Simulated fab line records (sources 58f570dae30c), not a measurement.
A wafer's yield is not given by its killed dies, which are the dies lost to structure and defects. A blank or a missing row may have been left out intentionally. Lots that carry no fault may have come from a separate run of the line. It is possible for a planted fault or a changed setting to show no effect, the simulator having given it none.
Which tool did it? || flow berkeley_cmos170 || Sampling: 14 lots, 42 wafers, 6 of 331 route steps

== WHAT EACH GAUGE READ, for each wafer ==
UCB170_PLDD_OVL_MEAS_07.
{"lot": "L437", "measured": "day 6 23:06", "on": "overlay-01", "PLDD_OVL (nm)": "-8 -7 -7"}
{"lot": "L440", "measured": "day 7 14:27", "on": "overlay-02", "PLDD_OVL (nm)": "-7 -5 -9"}
{"lot": "L442", "measured": "day 7 14:59", "on": "overlay-02", "PLDD_OVL (nm)": "-4 -1 -7"}
{"lot": "L439", "measured": "day 7 15:16", "on": "overlay-01", "PLDD_OVL (nm)": "-3 -4 4"}
{"lot": "L441", "measured": "day 7 15:25", "on": "overlay-01", "PLDD_OVL (nm)": "-8 -5 2"}
{"lot": "L444", "measured": "day 8 14:08", "on": "overlay-01", "PLDD_OVL (nm)": "2 -5 3"}
{"lot": "L446", "measured": "day 8 14:25", "on": "overlay-01", "PLDD_OVL (nm)": "-2 1 -1"}
{"lot": "L449", "measured": "day 9 00:26", "on": "overlay-01", "PLDD_OVL (nm)": "0 1 1"}
{"lot": "L447", "measured": "day 9 01:26", "on": "overlay-01", "PLDD_OVL (nm)": "0 -4 8"}
{"lot": "L451", "measured": "day 9 21:39", "on": "overlay-01", "PLDD_OVL (nm)": "2 2 3"}
{"lot": "L454", "measured": "day 10 09:16", "on": "overlay-01", "PLDD_OVL (nm)": "-3 3 -4"}
{"lot": "L456", "measured": "day 11 08:32", "on": "overlay-02", "PLDD_OVL (nm)": "-7 -8 -3"}
{"lot": "L460", "measured": "day 11 16:52", "on": "overlay-01", "PLDD_OVL (nm)": "5 2 0"}
{"lot": "L458", "measured": "day 11 17:50", "on": "overlay-01", "PLDD_OVL (nm)": "-5 -4 -7"}

UCB170_NLDD_TW_MEAS_11.
{"lot": "L437", "measured": "day 7 02:17", "on": "film_metro-04", "NLDD_TW": "2224 2229 2229"}
{"lot": "L440", "measured": "day 7 16:40", "on": "film_metro-03", "NLDD_TW": "2260 2255 2258"}
{"lot": "L442", "measured": "day 7 17:28", "on": "film_metro-03", "NLDD_TW": "2249 2249 2263"}
{"lot": "L439", "measured": "day 7 17:41", "on": "film_metro-01", "NLDD_TW": "2243 2253 2253"}
{"lot": "L441", "measured": "day 7 17:49", "on": "film_metro-01", "NLDD_TW": "2253 2252 2254"}
{"lot": "L444", "measured": "day 8 16:55", "on": "film_metro-01", "NLDD_TW": "2261 2262 2251"}
{"lot": "L446", "measured": "day 8 17:14", "on": "film_metro-04", "NLDD_TW": "2234 2230 2228"}
{"lot": "L449", "measured": "day 9 04:21", "on": "film_metro-01", "NLDD_TW": "2222 2236 2242"}
{"lot": "L447", "measured": "day 9 05:01", "on": "film_metro-04", "NLDD_TW": "2106 2105 2115"}
{"lot": "L451", "measured": "day 10 01:04", "on": "film_metro-04", "NLDD_TW": "2106 2113 2116"}
{"lot": "L454", "measured": "day 10 11:55", "on": "film_metro-01", "NLDD_TW": "2240 2256 2250"}
{"lot": "L456", "measured": "day 11 10:51", "on": "film_metro-01", "NLDD_TW": "2232 2235 2226"}
{"lot": "L460", "measured": "day 11 19:35", "on": "film_metro-04", "NLDD_TW": "2206 2213 2221"}
{"lot": "L458", "measured": "day 11 20:19", "on": "film_metro-04", "NLDD_TW": "2208 2218 2210"}

UCB170_PSD_CD_MEAS_06: target cd 1200 nm.
{"lot": "L437", "measured": "day 7 07:31", "on": "cd_sem-01", "cd_nm (nm)": "1198.8 1200.3 1200.7"}
{"lot": "L440", "measured": "day 8 01:40", "on": "cd_sem-02", "cd_nm (nm)": "1201.2 1201.4 1201.6"}
{"lot": "L442", "measured": "day 8 02:21", "on": "cd_sem-01", "cd_nm (nm)": "1200.3 1200.5 1199.1"}
{"lot": "L439", "measured": "day 8 02:36", "on": "cd_sem-01", "cd_nm (nm)": "1199.5 1197.1 1198.7"}
{"lot": "L441", "measured": "day 8 02:19", "on": "cd_sem-02", "cd_nm (nm)": "1198.3 1197.5 1197.8"}
{"lot": "L444", "measured": "day 9 02:31", "on": "cd_sem-02", "cd_nm (nm)": "1199.8 1199.8 1199.9"}
{"lot": "L446", "measured": "day 9 02:46", "on": "cd_sem-01", "cd_nm (nm)": "1202.3 1201.8 1202.0"}
{"lot": "L449", "measured": "day 9 11:57", "on": "cd_sem-02", "cd_nm (nm)": "1203.3 1201.4 1202.4"}
{"lot": "L447", "measured": "day 9 12:22", "on": "cd_sem-01", "cd_nm (nm)": "1199.6 1200.2 1199.4"}
{"lot": "L451", "measured": "day 10 08:59", "on": "cd_sem-01", "cd_nm (nm)": "1200.4 1201.0 1200.7"}
{"lot": "L454", "measured": "day 10 21:35", "on": "cd_sem-02", "cd_nm (nm)": "1202.5 1202.2 1203.3"}
{"lot": "L456", "measured": "day 11 18:17", "on": "cd_sem-02", "cd_nm (nm)": "1201.8 1201.3 1199.5"}
{"lot": "L460", "measured": "day 12 03:49", "on": "cd_sem-01", "cd_nm (nm)": "1198.9 1199.6 1197.6"}
{"lot": "L458", "measured": "day 12 03:57", "on": "cd_sem-02", "cd_nm (nm)": "1198.7 1199.2 1198.3"}

UCB170_SDANNEAL_RS_MEAS_05: uses a four-point probe to measure.
{"lot": "L437", "measured": "day 7 11:32", "on": "film_metro-01", "NLDD_RS (ohm/sq)": "616.6 616.4 616.3"}
{"lot": "L440", "measured": "day 8 08:52", "on": "film_metro-01", "NLDD_RS (ohm/sq)": "617.2 616.1 617.8"}
{"lot": "L442", "measured": "day 8 09:11", "on": "film_metro-04", "NLDD_RS (ohm/sq)": "614.2 615.0 616.3"}
{"lot": "L439", "measured": "day 8 09:29", "on": "film_metro-03", "NLDD_RS (ohm/sq)": "617.2 616.1 616.4"}
{"lot": "L441", "measured": "day 8 09:21", "on": "film_metro-01", "NLDD_RS (ohm/sq)": "617.6 616.7 617.0"}
{"lot": "L444", "measured": "day 9 08:45", "on": "film_metro-03", "NLDD_RS (ohm/sq)": "620.0 618.9 620.4"}
{"lot": "L446", "measured": "day 9 09:17", "on": "film_metro-01", "NLDD_RS (ohm/sq)": "617.3 617.6 615.2"}
{"lot": "L449", "measured": "day 9 16:57", "on": "film_metro-01", "NLDD_RS (ohm/sq)": "616.7 615.0 617.3"}
{"lot": "L447", "measured": "day 9 17:23", "on": "film_metro-03", "NLDD_RS (ohm/sq)": "698.5 699.0 698.4"}
{"lot": "L451", "measured": "day 10 14:50", "on": "film_metro-04", "NLDD_RS (ohm/sq)": "696.0 692.4 697.1"}
{"lot": "L454", "measured": "day 11 02:27", "on": "film_metro-04", "NLDD_RS (ohm/sq)": "615.9 615.8 615.7"}
{"lot": "L456", "measured": "day 11 22:08", "on": "film_metro-03", "NLDD_RS (ohm/sq)": "617.1 619.1 619.6"}
{"lot": "L460", "measured": "day 12 07:37", "on": "film_metro-04", "NLDD_RS (ohm/sq)": "613.3 614.3 613.1"}
{"lot": "L458", "measured": "day 12 07:50", "on": "film_metro-03", "NLDD_RS (ohm/sq)": "618.2 616.6 618.4"}

== WHAT TOOL EACH LOT RAN ON (gives the tool, then ch and the chambers of the sampled wafers, and finally the start) ==
{"lot": "L437", "UCB170_GATE_ETCH_14": "rie_diel-03 ch 1,2,3, day 6 19:25", "UCB170_NLDD_IMPLANT_09": "implanter-02 ch 0, day 7 02:02"}
{"lot": "L440", "UCB170_GATE_ETCH_14": "rie_diel-03 ch 0,1,3, day 7 12:49", "UCB170_NLDD_IMPLANT_09": "implanter-02 ch 0, day 7 16:26"}
{"lot": "L442", "UCB170_GATE_ETCH_14": "rie_diel-01 ch 0,2, day 7 13:17", "UCB170_NLDD_IMPLANT_09": "implanter-03 ch 0, day 7 17:13"}
{"lot": "L439", "UCB170_GATE_ETCH_14": "rie_diel-03 ch 0,2,3, day 7 13:23", "UCB170_NLDD_IMPLANT_09": "implanter-02 ch 0, day 7 17:27"}
{"lot": "L441", "UCB170_GATE_ETCH_14": "rie_diel-04 ch 0,2,3, day 7 13:38", "UCB170_NLDD_IMPLANT_09": "implanter-01 ch 0, day 7 17:34"}
{"lot": "L444", "UCB170_GATE_ETCH_14": "rie_diel-03 ch 0,2,3, day 8 12:15", "UCB170_NLDD_IMPLANT_09": "implanter-02 ch 0, day 8 16:40"}
{"lot": "L446", "UCB170_GATE_ETCH_14": "rie_diel-04 ch 1,2,3, day 8 12:30", "UCB170_NLDD_IMPLANT_09": "implanter-02 ch 0, day 8 17:01"}
{"lot": "L449", "UCB170_GATE_ETCH_14": "rie_diel-04 ch 1,2,3, day 8 22:17", "UCB170_NLDD_IMPLANT_09": "implanter-03 ch 0, day 9 04:06"}
{"lot": "L447", "UCB170_GATE_ETCH_14": "rie_diel-03 ch 0,2, day 8 22:44", "UCB170_NLDD_IMPLANT_09": "implanter-02 ch 0, day 9 04:46"}
{"lot": "L451", "UCB170_GATE_ETCH_14": "rie_diel-01 ch 0,3, day 9 19:35", "UCB170_NLDD_IMPLANT_09": "implanter-02 ch 0, day 10 00:49"}
{"lot": "L454", "UCB170_GATE_ETCH_14": "rie_diel-03 ch 0,1,2, day 10 07:08", "UCB170_NLDD_IMPLANT_09": "implanter-03 ch 0, day 10 11:37"}
{"lot": "L456", "UCB170_GATE_ETCH_14": "rie_diel-04 ch 0,1,2, day 11 06:56", "UCB170_NLDD_IMPLANT_09": "implanter-03 ch 0, day 11 10:38"}
{"lot": "L460", "UCB170_GATE_ETCH_14": "rie_diel-03 ch 0,2,3, day 11 15:02", "UCB170_NLDD_IMPLANT_09": "implanter-03 ch 0, day 11 19:20"}
{"lot": "L458", "UCB170_GATE_ETCH_14": "rie_diel-01 ch 0,2,3, day 11 15:23", "UCB170_NLDD_IMPLANT_09": "implanter-03 ch 0, day 11 20:05"}
- UCB170_GATE_ETCH_14: etches BARC in N2/H2.
- UCB170_NLDD_IMPLANT_09

== WHAT THE TOOLS THEMSELVES READ (means of the sampled wafers that have a number; where no wafer has one, the mark that the record gives instead) ==
UCB170_GATE_ETCH_14.
{"lot": "L437", "tool": "rie_diel-03", "drypump_motor_current_A (A)": 5.8, "h2_flow_sccm (sccm)": 199.6, "n2_flow_sccm (sccm)": 99.99, "oes_product_au (a.u.)": 1.003, "rf_fwd_power_W (W)": 493.0, "throttle_valve_pct (%)": 13.31}
{"lot": "L440", "tool": "rie_diel-03", "drypump_motor_current_A (A)": 6.0, "h2_flow_sccm (sccm)": 200.1, "n2_flow_sccm (sccm)": 100.15, "oes_product_au (a.u.)": 1.007, "rf_fwd_power_W (W)": 495.2, "throttle_valve_pct (%)": 13.37}
{"lot": "L442", "tool": "rie_diel-01", "drypump_motor_current_A (A)": 6.1, "h2_flow_sccm (sccm)": 199.7, "n2_flow_sccm (sccm)": 100.03, "oes_product_au (a.u.)": 0.980, "rf_fwd_power_W (W)": 493.6, "throttle_valve_pct (%)": 13.45}
{"lot": "L439", "tool": "rie_diel-03", "drypump_motor_current_A (A)": 5.9, "h2_flow_sccm (sccm)": 199.7, "n2_flow_sccm (sccm)": 100.00, "oes_product_au (a.u.)": 1.011, "rf_fwd_power_W (W)": 494.8, "throttle_valve_pct (%)": 13.27}
{"lot": "L441", "tool": "rie_diel-04", "drypump_motor_current_A (A)": 5.3, "h2_flow_sccm (sccm)": 200.1, "n2_flow_sccm (sccm)": 99.93, "oes_product_au (a.u.)": 0.979, "rf_fwd_power_W (W)": 496.2, "throttle_valve_pct (%)": 13.43}
{"lot": "L444", "tool": "rie_diel-03", "drypump_motor_current_A (A)": 5.9, "h2_flow_sccm (sccm)": 200.5, "n2_flow_sccm (sccm)": 100.11, "oes_product_au (a.u.)": 1.006, "rf_fwd_power_W (W)": 495.0, "throttle_valve_pct (%)": 13.28}
{"lot": "L446", "tool": "rie_diel-04", "drypump_motor_current_A (A)": 5.4, "h2_flow_sccm (sccm)": 199.7, "n2_flow_sccm (sccm)": 100.01, "oes_product_au (a.u.)": 0.976, "rf_fwd_power_W (W)": 496.0, "throttle_valve_pct (%)": 13.36}
{"lot": "L449", "tool": "rie_diel-04", "drypump_motor_current_A (A)": 5.4, "h2_flow_sccm (sccm)": 199.4, "n2_flow_sccm (sccm)": 100.00, "oes_product_au (a.u.)": 0.976, "rf_fwd_power_W (W)": 494.3, "throttle_valve_pct (%)": 13.37}
{"lot": "L447", "tool": "rie_diel-03", "drypump_motor_current_A (A)": 6.0, "h2_flow_sccm (sccm)": 200.4, "n2_flow_sccm (sccm)": 100.10, "oes_product_au (a.u.)": 1.015, "rf_fwd_power_W (W)": 494.7, "throttle_valve_pct (%)": 13.37}
{"lot": "L451", "tool": "rie_diel-01", "drypump_motor_current_A (A)": 6.0, "h2_flow_sccm (sccm)": 199.9, "n2_flow_sccm (sccm)": 100.28, "oes_product_au (a.u.)": 1.008, "rf_fwd_power_W (W)": 495.4, "throttle_valve_pct (%)": 13.35}
{"lot": "L454", "tool": "rie_diel-03", "drypump_motor_current_A (A)": 5.9, "h2_flow_sccm (sccm)": 200.4, "n2_flow_sccm (sccm)": 99.94, "oes_product_au (a.u.)": 0.999, "rf_fwd_power_W (W)": 495.2, "throttle_valve_pct (%)": 13.39}
{"lot": "L456", "tool": "rie_diel-04", "drypump_motor_current_A (A)": 5.7, "h2_flow_sccm (sccm)": 200.0, "n2_flow_sccm (sccm)": 100.10, "oes_product_au (a.u.)": 0.984, "rf_fwd_power_W (W)": 495.9, "throttle_valve_pct (%)": 13.38}
{"lot": "L460", "tool": "rie_diel-03", "drypump_motor_current_A (A)": 5.9, "h2_flow_sccm (sccm)": 200.2, "n2_flow_sccm (sccm)": 100.12, "oes_product_au (a.u.)": 1.005, "rf_fwd_power_W (W)": 495.0, "throttle_valve_pct (%)": 13.29}
{"lot": "L458", "tool": "rie_diel-01", "drypump_motor_current_A (A)": 6.0, "h2_flow_sccm (sccm)": 200.2, "n2_flow_sccm (sccm)": 100.19, "oes_product_au (a.u.)": 0.998, "rf_fwd_power_W (W)": 492.9, "throttle_valve_pct (%)": 13.41}

UCB170_NLDD_IMPLANT_09.
{"lot": "L437", "tool": "implanter-02", "dose_ions_cm2": 5e+13, "faraday_current_uA": 158}
{"lot": "L440", "tool": "implanter-02", "dose_ions_cm2": 5e+13, "faraday_current_uA": 155}
{"lot": "L442", "tool": "implanter-03", "dose_ions_cm2": 5e+13, "faraday_current_uA": 160}
{"lot": "L439", "tool": "implanter-02", "dose_ions_cm2": 5e+13, "faraday_current_uA": 161}
{"lot": "L441", "tool": "implanter-01", "dose_ions_cm2": 5e+13, "faraday_current_uA": 158}
{"lot": "L444", "tool": "implanter-02", "dose_ions_cm2": 5e+13, "faraday_current_uA": 157}
{"lot": "L446", "tool": "implanter-02", "dose_ions_cm2": 5e+13, "faraday_current_uA": 158}
{"lot": "L449", "tool": "implanter-03", "dose_ions_cm2": 5e+13, "faraday_current_uA": 159}
{"lot": "L447", "tool": "implanter-02", "dose_ions_cm2": 3e+13, "faraday_current_uA": 106}
{"lot": "L451", "tool": "implanter-02", "dose_ions_cm2": 3e+13, "faraday_current_uA": 106}
{"lot": "L454", "tool": "implanter-03", "dose_ions_cm2": 5e+13, "faraday_current_uA": 159}
{"lot": "L456", "tool": "implanter-03", "dose_ions_cm2": 5e+13, "faraday_current_uA": 161}
{"lot": "L460", "tool": "implanter-03", "dose_ions_cm2": 5e+13, "faraday_current_uA": 158}
{"lot": "L458", "tool": "implanter-03", "dose_ions_cm2": 5e+13, "faraday_current_uA": 158}

== THE ANSWER, worked out from the rows above alone ==
Rule: the usual values come from the lots themselves. Put in order of their means at a reading, lots are off if they are a third of the lots or fewer, leave a main group of 4 or more, and stand apart from it by a gap of 3 or more times the standard deviation of the main group's means; of several such gaps the widest counts. A main group is skipped when, at the precision printed for the reading in the tables above, its means are all equal. Also off: a lot with no number at a reading for which 4 or more lots have one. All remaining lots with rows at the step are treated as sound. After the gauges, taken in route order, come the tools' own readings; for these a lot's mean is taken, as printed above. The first step at which some lot is off is used, and at that step the reading that is off furthest; a lot without a number counts as furthest.
Off: L447, L451, seen at UCB170_NLDD_TW_MEAS_11 (NLDD_TW). The main group has a mean of 2239 with a standard deviation of 16.
If a tool, at a process step before that reading, ran all the lots that are off and no sound lot after the first of them, it fits. Not tried: the gauges at UCB170_NLDD_TW_MEAS_11; whatever is off there is also off at UCB170_NLDD_IMPLANT_09, on other tools, and gauge error can't account for it. One fits: UCB170_NLDD_IMPLANT_09 on implanter-02. A fault onset in the window from L446 (day 8 17:01, its last sound lot) to L447 (day 9 04:46, its first lot off) fits.
The tool's own readings at UCB170_NLDD_IMPLANT_09 bear it out: on the lots that are off they differ by more than 5 times the standard deviation of the sound lots' means. dose_ions_cm2 reads 3e+13 there against 5e+13 on the sound lots; faraday_current_uA reads 106 there against 158 on the sound lots.

== WHAT WAS PUT IN BY THE SIMULATOR ==
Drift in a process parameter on implanter-02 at UCB170_NLDD_IMPLANT_09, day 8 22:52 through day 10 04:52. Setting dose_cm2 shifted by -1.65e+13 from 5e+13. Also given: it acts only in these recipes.
Struck lots among those shown: L447, L451. This agrees with what the rule above found.
